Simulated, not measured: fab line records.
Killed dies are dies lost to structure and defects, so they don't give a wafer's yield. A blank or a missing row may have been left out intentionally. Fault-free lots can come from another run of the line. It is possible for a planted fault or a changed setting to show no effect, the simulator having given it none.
What tool caused it? / flow rit cmos / 14 lots, 42 wafers sampled, at 2 steps of a route of 202

== WHAT THE GAUGES READ, wafer by wafer ==
RIT_WELLDRIVE_RS_MEAS_02: measures by four-point-probe. Usual: PWELL_RS 426.3 ohm/sq, standard deviation 1.2.
lot=L890; measured=day 2 05:32; on=film metro-04; PWELL_RS (ohm/sq)=426.3 425.1 426.9; flag=
lot=L892; measured=day 2 16:16; on=film metro-02; PWELL_RS (ohm/sq)=427.0 426.2 426.3; flag=
lot=L893; measured=day 2 21:16; on=film metro-03; PWELL_RS (ohm/sq)=425.4 426.3 424.8; flag=
lot=L894; measured=day 3 02:22; on=film metro-03; PWELL_RS (ohm/sq)=427.6 426.2 426.6; flag=
lot=L895; measured=day 3 06:11; on=film metro-04; PWELL_RS (ohm/sq)=428.1 427.8 428.1; flag=
lot=L896; measured=day 3 13:32; on=film metro-03; PWELL_RS (ohm/sq)=425.3 425.5 425.7; flag=
lot=L897; measured=day 3 20:31; on=film metro-04; PWELL_RS (ohm/sq)=428.0 427.6 428.0; flag=
lot=L898; measured=day 4 01:35; on=film metro-03; PWELL_RS (ohm/sq)=423.0 421.5 423.6; flag=OFF
lot=L900; measured=day 4 09:12; on=film metro-03; PWELL_RS (ohm/sq)=419.9 420.1 419.7; flag=OFF
lot=L907; measured=day 5 18:54; on=film metro-02; PWELL_RS (ohm/sq)=426.8 427.5 427.6; flag=
lot=L908; measured=day 5 22:47; on=film metro-02; PWELL_RS (ohm/sq)=426.1 425.8 425.6; flag=
lot=L909; measured=day 6 06:51; on=film metro-04; PWELL_RS (ohm/sq)=425.4 426.0 425.1; flag=
lot=L911; measured=day 6 15:12; on=film metro-03; PWELL_RS (ohm/sq)=424.7 425.7 426.6; flag=
lot=L913; measured=day 7 02:46; on=film metro-03; PWELL_RS (ohm/sq)=424.0 423.1 424.8; flag=

== TOOL THAT RAN EACH LOT (tool first, then ch and the chambers of the sampled wafers, then the start) ==
lot=L890; RIT_PWELL_IMPLANT_08=implanter-04 ch 0, day 1 23:44
lot=L892; RIT_PWELL_IMPLANT_08=implanter-01 ch 0, day 2 10:41
lot=L893; RIT_PWELL_IMPLANT_08=implanter-04 ch 0, day 2 14:43
lot=L894; RIT_PWELL_IMPLANT_08=implanter-03 ch 0, day 2 19:59
lot=L895; RIT_PWELL_IMPLANT_08=implanter-01 ch 0, day 3 00:36
lot=L896; RIT_PWELL_IMPLANT_08=implanter-03 ch 0, day 3 06:33
lot=L897; RIT_PWELL_IMPLANT_08=implanter-01 ch 0, day 3 14:55
lot=L898; RIT_PWELL_IMPLANT_08=implanter-01 ch 0, day 3 18:45
lot=L900; RIT_PWELL_IMPLANT_08=implanter-01 ch 0, day 4 02:07
lot=L907; RIT_PWELL_IMPLANT_08=implanter-04 ch 0, day 5 12:48
lot=L908; RIT_PWELL_IMPLANT_08=implanter-04 ch 0, day 5 17:06
lot=L909; RIT_PWELL_IMPLANT_08=implanter-03 ch 0, day 5 23:59
lot=L911; RIT_PWELL_IMPLANT_08=implanter-03 ch 0, day 6 09:37
lot=L913; RIT_PWELL_IMPLANT_08=implanter-03 ch 0, day 6 20:53
- RIT_PWELL_IMPLANT_08

== AS READ BY THE TOOLS THEMSELVES (means over the sampled wafers that have a number; for cases with no such wafer, the mark the record gives instead) ==
RIT_PWELL_IMPLANT_08. Usual: faraday current uA 225, standard deviation 4.7; tilt deg 7.001 degrees, standard deviation 0.022.
lot=L890; tool=implanter-04; faraday current uA=223; tilt deg (degrees)=7.027; flag=
lot=L892; tool=implanter-01; faraday current uA=219; tilt deg (degrees)=7.001; flag=
lot=L893; tool=implanter-04; faraday current uA=226; tilt deg (degrees)=7.007; flag=
lot=L894; tool=implanter-03; faraday current uA=226; tilt deg (degrees)=6.983; flag=
lot=L895; tool=implanter-01; faraday current uA=224; tilt deg (degrees)=6.982; flag=
lot=L896; tool=implanter-03; faraday current uA=229; tilt deg (degrees)=6.980; flag=
lot=L897; tool=implanter-01; faraday current uA=228; tilt deg (degrees)=7.021; flag=
lot=L898; tool=implanter-01; faraday current uA=224; tilt deg (degrees)=3.135; flag=OFF
lot=L900; tool=implanter-01; faraday current uA=223; tilt deg (degrees)=3.116; flag=OFF
lot=L907; tool=implanter-04; faraday current uA=221; tilt deg (degrees)=6.992; flag=
lot=L908; tool=implanter-04; faraday current uA=228; tilt deg (degrees)=6.993; flag=
lot=L909; tool=implanter-03; faraday current uA=229; tilt deg (degrees)=7.009; flag=
lot=L911; tool=implanter-03; faraday current uA=224; tilt deg (degrees)=6.983; flag=
lot=L913; tool=implanter-03; faraday current uA=224; tilt deg (degrees)=6.954; flag=

== THE ANSWER, worked out from the rows above alone ==
Rule: take the mean of a lot's wafers that have a number; if it is more than 3 standard deviations from the usual mean, the lot is off. A lot without any number at a reading at which 4 lots or more have one is off too. All remaining lots with rows at the step are treated as sound. After the gauges, taken in route order, come the tools' own readings; for these a lot's mean is taken, as printed above. At the first step where some lot is off, the reading lying furthest off is the one used; lots without a number count as furthest.
Off: L898, L900, at RIT_WELLDRIVE_RS_MEAS_02 (PWELL_RS).
A tool fits if, at a process step before that reading, it ran every lot that is off, and no sound lot after the first of them. Not tried: the gauges at RIT_WELLDRIVE_RS_MEAS_02; whatever is off there is also off at RIT_PWELL_IMPLANT_08, on other tools, and gauge error can't account for it. One fits: RIT_PWELL_IMPLANT_08 on implanter-01. A fault onset in the window from L897 (day 3 14:55, its last sound lot) to L898 (day 3 18:45, its first lot off) fits.
The tool's own readings at RIT_PWELL_IMPLANT_08 bear it out: on the lots that are off they differ by more than 5 times the standard deviation of the sound lots' means. tilt deg reads 3.125 degrees there against 6.994 degrees on the sound lots.

== WHAT WAS PUT IN BY THE SIMULATOR ==
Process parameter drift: implanter-01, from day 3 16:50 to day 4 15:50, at RIT_PWELL_IMPLANT_08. From 7, the setting tilt deg moved by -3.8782. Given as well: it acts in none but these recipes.
Lots struck among those shown: L898, L900. The rule given above showed the same thing.
